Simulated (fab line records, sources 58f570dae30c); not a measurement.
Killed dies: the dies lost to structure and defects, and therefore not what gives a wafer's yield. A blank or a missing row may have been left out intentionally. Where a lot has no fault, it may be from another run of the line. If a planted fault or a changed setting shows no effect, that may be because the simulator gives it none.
The tool behind it: which one?	flow berkeley_cmos170	Sampling: 13 lots, 39 wafers, 4 of 331 route steps

WHAT THE GAUGES READ, wafer by wafer
UCB170_CONTACT_OVL_MEAS_16.
lot	measured	on	CONTACT_OVL (nm)
L799	day 7 20:36	overlay-02	-7 2 -3
L800	day 7 22:01	overlay-02	1 9 -3
L801	day 7 22:16	overlay-02	6 4 -2
L802	day 8 18:22	overlay-01	3 0 2
L804	day 9 01:43	overlay-01	-1 7 -3
L803	day 9 02:49	overlay-02	-8 -8 -6
L809	day 9 20:34	overlay-02	8 10 1
L808	day 10 00:20	overlay-02	2 0 -4
L814	day 10 23:24	overlay-01	0 -10 3
L813	day 11 04:05	overlay-02	-6 -2 -9
L819	day 11 12:00	overlay-01	-2 2 -6
L818	day 11 12:17	overlay-01	2 1 9
L820	day 12 09:43	overlay-01	7 4 6

UCB170_M1_RS_MEAS_01: a four-point-probe measurement.
lot	measured	on	M1_AL_RS (ohm/sq)
L799	day 7 21:16	film_metro-03	0.0486 0.0487 0.0481
L800	day 7 22:46	film_metro-03	0.0480 0.0478 0.0479
L801	day 7 23:07	film_metro-01	0.0485 0.0487 0.0487
L802	day 8 19:06	film_metro-03	0.0475 0.0474 0.0475
L804	day 9 02:22	film_metro-01	0.0489 0.0487 0.0488
L803	day 9 03:31	film_metro-02	0.0480 0.0476 0.0482
L809	day 9 21:20	film_metro-02	0.0477 0.0474 0.0479
L808	day 10 03:19	film_metro-01	0.0483 0.0481 0.0482
L814	day 11 00:15	film_metro-02	0.0479 0.0485 0.0481
L813	day 11 04:49	film_metro-03	0.0486 0.0487 0.0479
L819	day 11 13:52	film_metro-01	0.0476 0.0477 0.0476
L818	day 11 13:54	film_metro-02	0.0478 0.0474 0.0475
L820	day 12 10:33	film_metro-03	0.0487 0.0485 0.0487

UCB170_M1_CD_MEAS_09 targets a cd of 700 nm.
lot	measured	on	cd_nm (nm)
L799	day 7 22:31	cd_sem-02	698.6 698.9 699.5
L800	day 7 23:55	cd_sem-02	700.0 700.9 701.5
L801	day 8 00:15	cd_sem-02	701.1 702.4 700.2
L802	day 8 20:19	cd_sem-02	702.2 702.2 702.7
L804	day 9 03:23	cd_sem-02	701.4 698.7 699.6
L803	day 9 04:40	cd_sem-02	701.1 699.0 701.3
L809	day 10 00:15	cd_sem-01	615.1 615.4 614.4
L808	day 10 04:47	cd_sem-01	698.0 700.1 699.9
L814	day 11 02:29	cd_sem-01	701.5 701.5 701.3
L813	day 11 06:04	cd_sem-02	700.0 698.5 698.9
L819	day 11 15:50	cd_sem-01	699.1 699.3 700.6
L818	day 11 16:00	cd_sem-02	699.7 703.9 703.5
L820	day 12 12:10	cd_sem-01	700.0 700.5 700.3

WHICH TOOL RAN EACH LOT (tool, then ch and the chambers of the sampled wafers, then the start)
lot	UCB170_M1_EXPOSE_06
L799	krf_scanner-01 ch 0, day 7 22:01
L800	krf_scanner-02 ch 0, day 7 23:31
L801	krf_scanner-01 ch 0, day 7 23:52
L802	krf_scanner-01 ch 0, day 8 19:52
L804	krf_scanner-01 ch 0, day 9 03:00
L803	krf_scanner-01 ch 0, day 9 04:09
L809	krf_scanner-01 ch 0, day 9 22:50
L808	krf_scanner-01 ch 0, day 10 04:24
L814	krf_scanner-01 ch 0, day 11 01:39
L813	krf_scanner-01 ch 0, day 11 05:41
L819	krf_scanner-02 ch 0, day 11 15:06
L818	krf_scanner-01 ch 0, day 11 15:22
L820	krf_scanner-01 ch 0, day 12 11:20
- UCB170_M1_EXPOSE_06: exposes mask METAL1, target cd 700 nm.

AS READ BY THE TOOLS THEMSELVES (means over the sampled wafers that have a number; for cases with no such wafer, the mark the record gives instead)
The record holds no such reading with a usual standard deviation.

THE ANSWER, worked out from the rows above alone
Rule: the lots themselves supply what counts as usual. The widest of any qualifying gaps counts: lots, ordered by their means at a reading, are off when they make up no more than a third of the lots, leave a main group of 4 or more, and stand apart from it by 3 or more times the standard deviation of that group's means. The tables above print the reading to a certain number of digits; a main group whose means all agree to those digits is not used. A lot without any number at a reading at which 4 lots or more have one is off too. All remaining lots with rows at the step are treated as sound. Order of review: gauges by route order, followed by the tools' own readings, for which a lot's mean as printed above is used. The first step at which some lot is off is used, and at that step the reading that is off furthest; a lot without a number counts as furthest.
Off at UCB170_M1_CD_MEAS_09 (cd_nm): L809. The main group has a mean of 700.5 nm with a standard deviation of 1.1.
If a tool, at a process step before that reading, ran all the lots that are off and no sound lot after the first of them, it fits. Gauges at UCB170_M1_CD_MEAS_09: tried the same way as those tools. No candidate that was tried fits.

WHAT HAD BEEN PUT IN BY THE SIMULATOR
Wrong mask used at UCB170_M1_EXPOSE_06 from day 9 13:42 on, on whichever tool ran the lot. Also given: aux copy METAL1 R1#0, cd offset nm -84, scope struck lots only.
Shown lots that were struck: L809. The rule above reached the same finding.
